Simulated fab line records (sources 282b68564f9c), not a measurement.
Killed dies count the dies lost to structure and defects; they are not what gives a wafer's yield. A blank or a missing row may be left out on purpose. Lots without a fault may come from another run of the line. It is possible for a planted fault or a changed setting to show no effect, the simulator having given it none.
fab line records -- flow rit_cmos
record: lots: 15, wafers: 45, last_day: 7
route steps=202 shown PWELL@45 PRETRO@73 NLDD@110 M1@194
lots that met no fault: taken from a fault-free run of the same line
start_h: hours from the record's first day to the start of the lot's first wafer shown -- wait_h: time in hours since the lot's previous step -- " as in the row above -- L1.1+2: several wafers, shown together as one row -- - value missing, or start not given -- * or withheld: withheld -- < > ~ a bound
route shown NAME@n: NAME is a module with steps in the file, n the number in the route of the first one -- usual: mean and standard deviation over wafers with no fault -- same: alike in all rows -- chamber/n: place in a boat -- sites: the reading at each site -- _std_site: their standard deviation -- _edge_site: outer sites' mean less inner sites' -- radius_mm: for every site, how far away it sits from the centre of the wafer -- mask NAME#n: copy n -- behind: the most recent tool/chamber to have shaped the wafer -- hold: cause of the lot's hold/its duration in hours/its outcome -- device: the transistor (n, p or np) that didn't switch -- end of line: the tests these same wafers got at the end of their route -- step lacking rows: just its recipe -- killed: the dies lost at the first sort to structure and to defects; this is not the yield of the wafer -- map: per-die view of a wafer (x killed, . not killed, _ where there is no die)
set.NAME: the setting that was run; set.NAME@STEP: the one run at that earlier step -- model.NAME: the simulator's own value behind a step, which no gauge read
route steps across a sampled set of lots; one table per step, one row per wafer
services: the hour from which a tool's chamber was out of use, counted from the record's first day as start_h (under 0 if before that day), plus the number of hours and why
== steps ==
step: RIT_PWELL_OVL_MEAS_06
usual: PWELL_OVL: -0.2/1.6
lot.wafer,tool,chamber,start_h,wait_h,PWELL_OVL[nm]
L325.2,overlay-02,-,26.93,-,-3.6
L325.3,overlay-02,-,26.93,-,-0.8
L325.5,overlay-02,-,26.93,-,-3.8
L326.1,overlay-02,-,31.93,-,-1.9
L326.3,overlay-02,-,31.93,-,-1.2
L326.5,overlay-02,-,31.93,-,-1.4
L327.1,overlay-01,-,37.51,-,-0.4
L327.2,overlay-01,-,37.51,-,-0.2
L327.6,overlay-01,-,37.51,-,-0.3
L330.1,overlay-01,-,51.97,-,-0.9
L330.2,overlay-01,-,51.97,-,0.0
L330.5,overlay-01,-,51.97,-,-0.9
L331.1,overlay-02,-,59.18,-,-0.8
L331.3,overlay-02,-,59.18,-,-0.9
L331.5,overlay-02,-,59.18,-,-1.1
L332.4,overlay-01,-,63.77,-,-0.4
L332.5,overlay-01,-,63.77,-,-0.6
L332.6,overlay-01,-,63.77,-,-0.5
L336.3,overlay-01,-,84.80,-,-3.8
L336.4,overlay-01,-,84.80,-,-2.5
L336.5,overlay-01,-,84.80,-,-2.6
L337.2,overlay-01,-,90.50,-,1.2
L337.4,overlay-01,-,90.50,-,-0.6
L337.6,overlay-01,-,90.50,-,-0.2
L338.1,overlay-01,-,95.41,-,-2.7
L338.3,overlay-01,-,95.41,-,-2.8
L338.4,overlay-01,-,95.41,-,-3.5
L339.1,overlay-02,-,99.64,-,0.3
L339.3,overlay-02,-,99.64,-,0.2
L339.6,overlay-02,-,99.64,-,0.0
L340.1,overlay-01,-,108.17,-,1.6
L340.2,overlay-01,-,108.17,-,1.5
L340.6,overlay-01,-,108.17,-,2.5
L342.1,overlay-02,-,114.59,-,-1.1
L342.4,overlay-02,-,114.59,-,-0.3
L342.5,overlay-02,-,114.59,-,1.5
L344.1,overlay-01,-,124.91,-,-1.3
L344.3,overlay-01,-,124.91,-,-0.8
L344.5,overlay-01,-,124.91,-,0.1
L345.1,overlay-02,-,130.72,-,0.6
L345.3,overlay-02,-,130.72,-,1.4
L345.4,overlay-02,-,130.72,-,1.6
L347.3,overlay-02,-,138.69,-,1.0
L347.4,overlay-02,-,138.69,-,-0.9
L347.5,overlay-02,-,138.69,-,1.5
step: RIT_PRETRO_STRIP_09
recipe: chemistry: O2, time_s: 180, resist: NOVOLAK, platen_temp_c: withheld, power_w: 500, pressure_mtorr: 4000, o2_flow_sccm: 4000
usual: drypump_motor_current_A: 5.4/0.68
lot.wafer,tool,chamber,start_h,wait_h,drypump_motor_current_A,rf_hours_counter_h
L325.2,plasma_asher-04,1,36.12,0.1,6.5,40
L325.3,plasma_asher-04,1,36.12,0.1,6.5,-
L325.5,plasma_asher-04,0,36.12,0.1,5.0,-
L326.1,plasma_asher-01,0,43.09,0.1,5.2,25
L326.3,plasma_asher-01,1,43.09,0.1,4.8,-
L326.5,plasma_asher-01,1,43.09,0.1,4.8,-
L327.1,plasma_asher-01,1,46.49,0.1,4.8,26
L327.2,plasma_asher-01,0,46.49,0.1,5.2,26
L327.6,plasma_asher-01,0,46.49,0.1,5.2,-
L330.1,plasma_asher-03,0,63.25,0.1,6.3,40
L330.2,plasma_asher-03,1,63.25,0.1,5.0,40
L330.5,plasma_asher-03,1,63.25,0.1,5.0,-
L331.1,plasma_asher-04,0,68.32,0.1,5.0,44
L331.3,plasma_asher-04,0,68.32,0.1,5.0,-
L331.5,plasma_asher-04,1,68.32,0.1,6.5,-
L332.4,plasma_asher-01,1,72.80,0.1,4.8,-
L332.5,plasma_asher-01,1,72.80,0.1,4.8,-
L332.6,plasma_asher-01,0,72.80,0.1,5.2,-
L336.3,plasma_asher-04,0,95.54,0.1,5.0,-
L336.4,plasma_asher-04,1,95.54,0.1,6.5,-
L336.5,plasma_asher-04,1,95.54,0.1,6.5,-
L337.2,plasma_asher-04,0,100.70,0.1,5.0,47
L337.4,plasma_asher-04,1,100.70,0.1,6.6,-
L337.6,plasma_asher-04,1,100.70,0.1,6.6,-
L338.1,plasma_asher-04,1,105.24,0.1,6.6,47
L338.3,plasma_asher-04,1,105.24,0.1,6.5,-
L338.4,plasma_asher-04,0,105.24,0.1,5.0,-
L339.1,plasma_asher-03,1,110.58,0.1,5.1,45
L339.3,plasma_asher-03,1,110.58,0.1,5.0,-
L339.6,plasma_asher-03,0,110.58,0.1,6.2,-
L340.1,plasma_asher-01,0,117.92,0.1,5.2,32
L340.2,plasma_asher-01,1,117.92,0.1,4.8,32
L340.6,plasma_asher-01,0,117.92,0.1,5.2,-
L342.1,plasma_asher-04,0,127.11,0.1,5.0,49
L342.4,plasma_asher-04,0,127.11,0.1,5.0,-
L342.5,plasma_asher-04,1,127.11,0.1,6.6,-
L344.1,plasma_asher-03,0,135.86,0.1,6.2,48
L344.3,plasma_asher-03,1,135.86,0.1,5.1,-
L344.5,plasma_asher-03,0,135.86,0.1,6.3,-
L345.1,plasma_asher-04,0,140.71,0.1,5.0,51
L345.3,plasma_asher-04,0,140.71,0.1,5.0,-
L345.4,plasma_asher-04,1,140.71,0.1,6.5,-
L347.3,plasma_asher-01,0,147.91,0.1,5.2,-
L347.4,plasma_asher-01,1,147.91,0.1,4.8,-
L347.5,plasma_asher-01,1,147.91,0.1,4.8,-
step: RIT_NLDD_HARDBAKE_07
recipe: resist: NOVOLAK, temp_c: 140, time_s: 60
usual: heater_power_total_W: 62.55/0.046, plate_temp_C: 140.03/0.13
lot.wafer,tool,chamber,start_h,wait_h,heater_power_total_W,plate_temp_C
L325.2,litho_track-02,0,45.62,0.0,62.54,140.14
L325.3,litho_track-02,0,45.62,0.0,62.56,140.14
L325.5,litho_track-02,0,45.62,0.0,62.55,139.93
L326.1,litho_track-02,0,52.69,0.0,62.54,139.94
L326.3,litho_track-02,0,52.69,0.0,62.62,140.17
L326.5,litho_track-02,0,52.69,0.0,62.54,140.29
L327.1,litho_track-04,0,55.81,0.0,62.58,139.93
L327.2,litho_track-04,0,55.81,0.0,62.56,140.03
L327.6,litho_track-04,0,55.81,0.0,62.57,140.10
L330.1,litho_track-02,0,73.96,0.3,62.58,140.05
L330.2,litho_track-02,0,73.96,0.3,62.53,140.02
L330.5,litho_track-02,0,73.96,0.3,62.54,140.01
L331.1,litho_track-03,0,79.19,0.0,62.59,140.12
L331.3,litho_track-03,0,79.19,0.0,62.54,140.13
L331.5,litho_track-03,0,79.19,0.0,62.53,140.05
L332.4,litho_track-03,0,83.03,0.1,62.50,140.09
L332.5,litho_track-03,0,83.03,0.1,62.44,140.23
L332.6,litho_track-03,0,83.03,0.1,62.50,139.94
L336.3,litho_track-03,0,110.65,0.1,62.54,140.05
L336.4,litho_track-03,0,110.65,0.1,62.57,140.00
L336.5,litho_track-03,0,110.65,0.1,62.51,139.98
L337.2,litho_track-04,0,119.53,0.0,63.18,140.99
L337.4,litho_track-04,0,119.53,0.0,63.14,141.09
L337.6,litho_track-04,0,119.53,0.0,63.19,141.05
L338.1,litho_track-04,0,119.74,0.0,63.13,141.03
L338.3,litho_track-04,0,119.74,0.0,63.09,141.17
L338.4,litho_track-04,0,119.74,0.0,63.09,141.19
L339.1,litho_track-04,0,125.13,0.1,63.25,140.91
L339.3,litho_track-04,0,125.13,0.1,63.19,140.79
L339.6,litho_track-04,0,125.13,0.1,63.13,140.79
L340.1,litho_track-03,0,132.68,0.1,62.56,140.02
L340.2,litho_track-03,0,132.68,0.1,62.48,139.87
L340.6,litho_track-03,0,132.68,0.1,62.51,139.85
L342.1,litho_track-02,0,139.55,0.0,62.60,140.06
L342.4,litho_track-02,0,139.55,0.0,62.58,140.17
L342.5,litho_track-02,0,139.55,0.0,62.56,139.98
L344.1,litho_track-02,0,147.04,0.0,62.49,140.10
L344.3,litho_track-02,0,147.04,0.0,62.52,140.08
L344.5,litho_track-02,0,147.04,0.0,62.58,139.96
L345.1,litho_track-03,0,152.94,0.0,62.53,140.04
L345.3,litho_track-03,0,152.94,0.0,62.57,140.05
L345.4,litho_track-03,0,152.94,0.0,62.58,140.19
L347.3,litho_track-03,0,157.98,0.1,62.60,139.91
L347.4,litho_track-03,0,157.98,0.1,62.56,139.90
L347.5,litho_track-03,0,157.98,0.1,62.62,139.87
step: RIT_M1_OVL_MEAS_10
usual: M1_OVL: 0.3/1.5
lot.wafer,tool,chamber,start_h,wait_h,M1_OVL[nm]
L325.2,overlay-01,-,58.41,0.1,0.1
L325.3,overlay-01,-,58.41,0.1,1.2
L325.5,overlay-01,-,58.41,0.1,2.5
L326.1,overlay-02,-,65.58,0.1,-2.9
L326.3,overlay-02,-,65.58,0.1,-1.5
L326.5,overlay-02,-,65.58,0.1,-2.8
L327.1,overlay-01,-,69.04,0.1,2.7
L327.2,overlay-01,-,69.04,0.1,2.1
L327.6,overlay-01,-,69.04,0.1,2.4
L330.1,overlay-02,-,86.76,0.1,0.9
L330.2,overlay-02,-,86.76,0.1,-0.9
L330.5,overlay-02,-,86.76,0.1,0.1
L331.1,overlay-02,-,91.90,0.1,-1.7
L331.3,overlay-02,-,91.90,0.1,-3.0
L331.5,overlay-02,-,91.90,0.1,-1.3
L332.4,overlay-01,-,95.88,0.1,2.1
L332.5,overlay-01,-,95.88,0.1,3.5
L332.6,overlay-01,-,95.88,0.1,0.8
L336.3,overlay-02,-,123.40,0.1,0.8
L336.4,overlay-02,-,123.40,0.1,0.2
L336.5,overlay-02,-,123.40,0.1,0.8
L337.2,overlay-01,-,133.18,0.1,-0.1
L337.4,overlay-01,-,133.18,0.1,0.2
L337.6,overlay-01,-,133.18,0.1,2.0
L338.1,overlay-02,-,133.59,0.1,-0.4
L338.3,overlay-02,-,133.59,0.1,0.1
L338.4,overlay-02,-,133.59,0.1,0.4
L339.1,overlay-01,-,138.36,0.1,1.4
L339.3,overlay-01,-,138.36,0.1,0.3
L339.6,overlay-01,-,138.36,0.1,0.8
L340.1,overlay-02,-,145.54,0.1,0.4
L340.2,overlay-02,-,145.54,0.1,0.4
L340.6,overlay-02,-,145.54,0.1,1.1
L342.1,overlay-02,-,152.69,0.1,0.2
L342.4,overlay-02,-,152.69,0.1,-0.9
L342.5,overlay-02,-,152.69,0.1,1.6
L344.1,overlay-01,-,160.54,0.1,-0.2
L344.3,overlay-01,-,160.54,0.1,1.0
L344.5,overlay-01,-,160.54,0.1,-0.3
L345.1,overlay-02,-,165.66,0.1,0.1
L345.3,overlay-02,-,165.66,0.1,1.1
L345.4,overlay-02,-,165.66,0.1,1.4
L347.3,overlay-01,-,170.84,0.1,-1.4
L347.4,overlay-01,-,170.84,0.1,-1.7
L347.5,overlay-01,-,170.84,0.1,-2.3
step: RIT_M1_PROBE_99
usual: killed_at_contacts: 0.1/0.24, killed_at_front_end: 6.6/2.7, killed_dies: 6.6/2.7, killed_open: 3.3/1.8, killed_short: 3.4/1.9
same: gross_dies: 264, killed_at_M0_to_M3: 0, killed_at_M4_up: 0, killed_at_back_side: 0, killed_at_other: 0
lot.wafer,tool,chamber,start_h,wait_h,killed_at_contacts,killed_at_front_end,killed_dies,killed_open,killed_short
L325.2,prober-02,-,61.73,0.1,0,6,6,5,1
L325.3,prober-02,-,61.78,0.2,0,9,9,5,4
L325.5,prober-02,-,61.88,0.2,0,6,6,4,2
L326.1,prober-01,-,68.13,0.1,0,7,7,5,2
L326.3,prober-01,-,68.23,0.2,0,8,8,3,5
L326.5,prober-01,-,68.33,0.2,0,8,8,4,4
L327.1,prober-02,-,71.59,0.1,0,9,9,5,4
L327.2,prober-02,-,71.64,0.1,0,6,6,2,4
L327.6,prober-02,-,71.84,0.2,0,3,3,0,3
L330.1,prober-01,-,90.20,0.1,0,4,4,3,1
L330.2,prober-01,-,90.25,0.1,0,8,8,3,5
L330.5,prober-01,-,90.40,0.2,0,4,4,3,1
L331.1,prober-02,-,94.95,0.1,0,4,4,0,4
L331.3,prober-02,-,95.05,0.2,0,4,4,1,3
L331.5,prober-02,-,95.15,0.2,0,9,9,4,5
L332.4,prober-01,-,99.24,0.2,0,9,9,7,2
L332.5,prober-01,-,99.29,0.2,1,4,5,4,1
L332.6,prober-01,-,99.34,0.2,0,10,10,3,7
L336.3,prober-01,-,126.03,0.2,0,6,6,4,2
L336.4,prober-01,-,126.08,0.2,0,4,4,1,3
L336.5,prober-01,-,126.13,0.2,0,6,6,3,3
L337.2,prober-02,-,136.10,0.1,0,3,3,2,1
L337.4,prober-02,-,136.20,0.2,1,3,4,1,3
L337.6,prober-02,-,136.30,0.2,0,5,5,2,3
L338.1,prober-01,-,136.37,0.1,0,4,4,2,2
L338.3,prober-01,-,136.47,0.2,0,9,9,4,5
L338.4,prober-01,-,136.52,0.2,0,9,9,5,4
L339.1,prober-02,-,140.96,0.1,0,11,11,4,7
L339.3,prober-02,-,141.06,0.2,0,7,7,3,4
L339.6,prober-02,-,141.21,0.2,1,6,7,5,2
L340.1,prober-01,-,148.81,0.1,0,5,5,4,1
L340.2,prober-01,-,148.86,0.1,0,5,5,3,2
L340.6,prober-01,-,149.06,0.2,0,9,9,5,4
L342.1,prober-01,-,155.42,0.1,0,9,9,7,2
L342.4,prober-01,-,155.57,0.2,1,11,12,4,8
L342.5,prober-01,-,155.62,0.2,0,4,4,2,2
L344.1,prober-01,-,164.18,0.1,0,7,7,4,3
L344.3,prober-01,-,164.28,0.2,0,5,5,2,3
L344.5,prober-01,-,164.38,0.2,0,6,6,3,3
L345.1,prober-02,-,168.67,0.1,0,4,4,1,3
L345.3,prober-02,-,168.77,0.2,0,10,10,7,3
L345.4,prober-02,-,168.82,0.2,0,2,2,1,1
L347.3,prober-02,-,173.63,0.2,0,7,7,1,6
L347.4,prober-02,-,173.68,0.2,0,9,9,4,5
L347.5,prober-02,-,173.73,0.2,1,4,5,5,0
killed by level:class
L325.2 SPACER:geometric_particle:open=4 GATE:geometric_particle:open=1 SPACER:geometric_particle:short=1
L325.3 FOX2:geometric_particle:short=2 FOX2:geometric_particle:open=2 REOX:geometric_particle:open=1 FOX1:geometric_particle:open=1 SPACER:geometric_particle:open=1 SPACER:geometric_particle:short=1 SILICIDE:geometric_particle:short=1
L325.5 SILICIDE:geometric_particle:open=2 FOX1:geometric_particle:open=1 FOX2:geometric_particle:open=1 REOX:geometric_particle:short=1 SILICIDE:geometric_particle:short=1
L326.1 GATE:geometric_particle:open=4 FOX1:geometric_particle:open=1 FOX2:geometric_particle:short=1 GATE:geometric_particle:short=1
L326.3 FOX2:geometric_particle:short=2 FOX1:geometric_particle:open=1 GATE:geometric_particle:open=1 GATE:geometric_particle:short=1 REOX:geometric_particle:open=1 SPACER:geometric_particle:short=1 SILICIDE:geometric_particle:short=1
L326.5 GATE:geometric_particle:short=3 GATE:geometric_particle:open=2 FOX2:geometric_particle:open=1 REOX:geometric_particle:open=1 SILICIDE:geometric_particle:short=1
L327.1 FOX1:geometric_particle:open=2 GATE:geometric_particle:short=2 SILICIDE:geometric_particle:open=2 REOX:geometric_particle:open=1 REOX:geometric_particle:short=1 SPACER:geometric_particle:short=1
L327.2 SPACER:geometric_particle:short=3 FOX1:geometric_particle:open=1 GATE:geometric_particle:short=1 GATE:geometric_particle:open=1
L327.6 GATE:geometric_particle:short=3
L330.1 REOX:geometric_particle:open=2 GATE:geometric_particle:short=1 GATE:geometric_particle:open=1
L330.2 FOX1:geometric_particle:short=2 GATE:geometric_particle:short=2 GATE:geometric_particle:open=1 REOX:geometric_particle:open=1 REOX:geometric_particle:short=1 SPACER:geometric_particle:open=1
L330.5 SPACER:geometric_particle:open=2 FOX1:geometric_particle:short=1 GATE:geometric_particle:open=1
L331.1 GATE:geometric_particle:short=3 SPACER:geometric_particle:short=1
L331.3 GATE:geometric_particle:short=2 FOX2:geometric_particle:short=1 GATE:geometric_particle:open=1
L331.5 GATE:geometric_particle:short=3 SPACER:geometric_particle:open=2 FOX1:geometric_particle:short=1 FOX1:geometric_particle:open=1 FOX2:geometric_particle:short=1 GATE:geometric_particle:open=1
L332.4 GATE:geometric_particle:open=2 SILICIDE:geometric_particle:open=2 FOX1:geometric_particle:short=1 FOX1:geometric_particle:open=1 FOX2:geometric_particle:open=1 GATE:geometric_particle:short=1 SPACER:geometric_particle:open=1
L332.5 FOX2:geometric_particle:open=1 GATE:geometric_particle:open=1 SPACER:geometric_particle:short=1 SPACER:geometric_particle:open=1 CONTACT:geometric_particle:open=1
L332.6 GATE:geometric_particle:short=3 FOX1:geometric_particle:short=2 GATE:geometric_particle:open=2 FOX2:geometric_particle:open=1 FOX2:geometric_particle:short=1 REOX:geometric_particle:short=1
L336.3 FOX1:geometric_particle:open=2 GATE:geometric_particle:short=1 REOX:geometric_particle:open=1 SPACER:geometric_particle:short=1 SPACER:geometric_particle:open=1
L336.4 GATE:geometric_particle:open=1 GATE:geometric_particle:short=1 REOX:geometric_particle:short=1 SPACER:geometric_particle:short=1
L336.5 FOX2:geometric_particle:open=2 SPACER:geometric_particle:short=2 FOX1:geometric_particle:short=1 GATE:geometric_particle:open=1
L337.2 GATE:geometric_particle:open=2 GATE:geometric_particle:short=1
L337.4 GATE:geometric_particle:short=2 FOX1:geometric_particle:open=1 CONTACT:geometric_particle:short=1
L337.6 FOX1:geometric_particle:open=1 GATE:geometric_particle:open=1 GATE:geometric_particle:short=1 REOX:geometric_particle:short=1 SILICIDE:geometric_particle:short=1
L338.1 FOX1:geometric_particle:open=1 REOX:geometric_particle:short=1 SPACER:geometric_particle:short=1 SPACER:geometric_particle:open=1
L338.3 GATE:geometric_particle:short=4 GATE:geometric_particle:open=3 SPACER:geometric_particle:open=1 SPACER:geometric_particle:short=1
L338.4 SPACER:geometric_particle:open=4 FOX1:geometric_particle:short=2 FOX1:geometric_particle:open=1 GATE:geometric_particle:short=1 SILICIDE:geometric_particle:short=1
L339.1 GATE:geometric_particle:short=3 GATE:geometric_particle:open=2 FOX1:geometric_particle:short=1 FOX2:geometric_particle:short=1 FOX2:geometric_particle:open=1 REOX:geometric_particle:short=1 SPACER:geometric_particle:open=1 SILICIDE:geometric_particle:short=1
L339.3 FOX2:geometric_particle:open=2 GATE:geometric_particle:short=2 REOX:geometric_particle:short=1 REOX:geometric_particle:open=1 SILICIDE:geometric_particle:short=1
L339.6 GATE:geometric_particle:open=2 SILICIDE:geometric_particle:open=2 FOX2:geometric_particle:open=1 FOX2:geometric_particle:short=1 CONTACT:geometric_particle:short=1
L340.1 SILICIDE:geometric_particle:open=2 GATE:geometric_particle:open=1 REOX:geometric_particle:open=1 SILICIDE:geometric_particle:short=1
L340.2 FOX2:geometric_particle:short=1 GATE:geometric_particle:short=1 GATE:geometric_particle:open=1 REOX:geometric_particle:open=1 SILICIDE:geometric_particle:open=1
L340.6 FOX1:geometric_particle:short=3 SILICIDE:geometric_particle:open=3 GATE:geometric_particle:open=2 FOX2:geometric_particle:short=1
L342.1 GATE:geometric_particle:open=3 SILICIDE:geometric_particle:open=2 FOX2:geometric_particle:open=1 GATE:geometric_particle:short=1 REOX:geometric_particle:open=1 SILICIDE:geometric_particle:short=1
L342.4 GATE:geometric_particle:short=4 FOX1:geometric_particle:short=3 FOX2:geometric_particle:open=2 GATE:geometric_particle:open=1 SILICIDE:geometric_particle:short=1 CONTACT:geometric_particle:open=1
L342.5 FOX1:geometric_particle:short=1 FOX1:geometric_particle:open=1 FOX2:geometric_particle:open=1 GATE:geometric_particle:short=1
L344.1 FOX1:geometric_particle:open=2 FOX1:geometric_particle:short=1 GATE:geometric_particle:short=1 GATE:geometric_particle:open=1 REOX:geometric_particle:open=1 SPACER:geometric_particle:short=1
L344.3 FOX1:geometric_particle:short=1 GATE:geometric_particle:short=1 REOX:geometric_particle:open=1 SPACER:geometric_particle:short=1 SILICIDE:geometric_particle:open=1
L344.5 GATE:geometric_particle:short=3 GATE:geometric_particle:open=2 SILICIDE:geometric_particle:open=1
L345.1 GATE:geometric_particle:short=2 FOX2:geometric_particle:short=1 GATE:geometric_particle:open=1
L345.3 GATE:geometric_particle:open=3 SPACER:geometric_particle:open=2 FOX1:geometric_particle:open=1 FOX2:geometric_particle:short=1 GATE:geometric_particle:short=1 REOX:geometric_particle:open=1 SPACER:geometric_particle:short=1
L345.4 GATE:geometric_particle:short=1 GATE:geometric_particle:open=1
L347.3 GATE:geometric_particle:short=3 FOX1:geometric_particle:short=2 FOX2:geometric_particle:short=1 REOX:geometric_particle:open=1
L347.4 GATE:geometric_particle:short=4 GATE:geometric_particle:open=2 FOX1:geometric_particle:open=1 FOX2:geometric_particle:open=1 SPACER:geometric_particle:short=1
L347.5 GATE:geometric_particle:open=2 SPACER:geometric_particle:open=2 CONTACT:geometric_particle:open=1
== services ==
tool,chamber,start_h,hours,kind
plasma_asher-04,-,39.45,0.6,repair
plasma_asher-01,-,73.99,2.6,repair
plasma_asher-03,-,111.94,2.0,repair
plasma_asher-01,-,137.35,4.3,pm
plasma_asher-03,-,139.40,2.8,pm
== key ==
first_sign: step: RIT_NLDD_HARDBAKE_07, reading: heater_power_total_W, direction: up, sigmas: 13, usual: 62.55, struck: 63.15
effect: step: RIT_NLDD_HARDBAKE_07, reading: plate_temp_C, direction: up, sigmas: 7.5, usual: *, struck: *
met_at RIT_NLDD_HARDBAKE_07
struck_lots L337,L338,L339
tester_left_out L337,L338,L339
not_acting_at RIT_PWELL_OVL_MEAS_06,RIT_PRETRO_STRIP_09,RIT_M1_OVL_MEAS_10
fault: kind: process_parameter_drift, tool: litho_track-04, chamber: -, onset_h: 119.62, steps: RIT_NLDD_HARDBAKE_07, channel: temp_c, offset: *, shape: step, end_h: 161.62, acts_in: *, stated: *
tester_left_out: of these lots the tester's yield and bins aren't shown, on N5 and GAA mostly nor the transistor test; their killed dies are dies lost to structure and defects alone, not to doping, threshold or leakage, so they don't give the yield
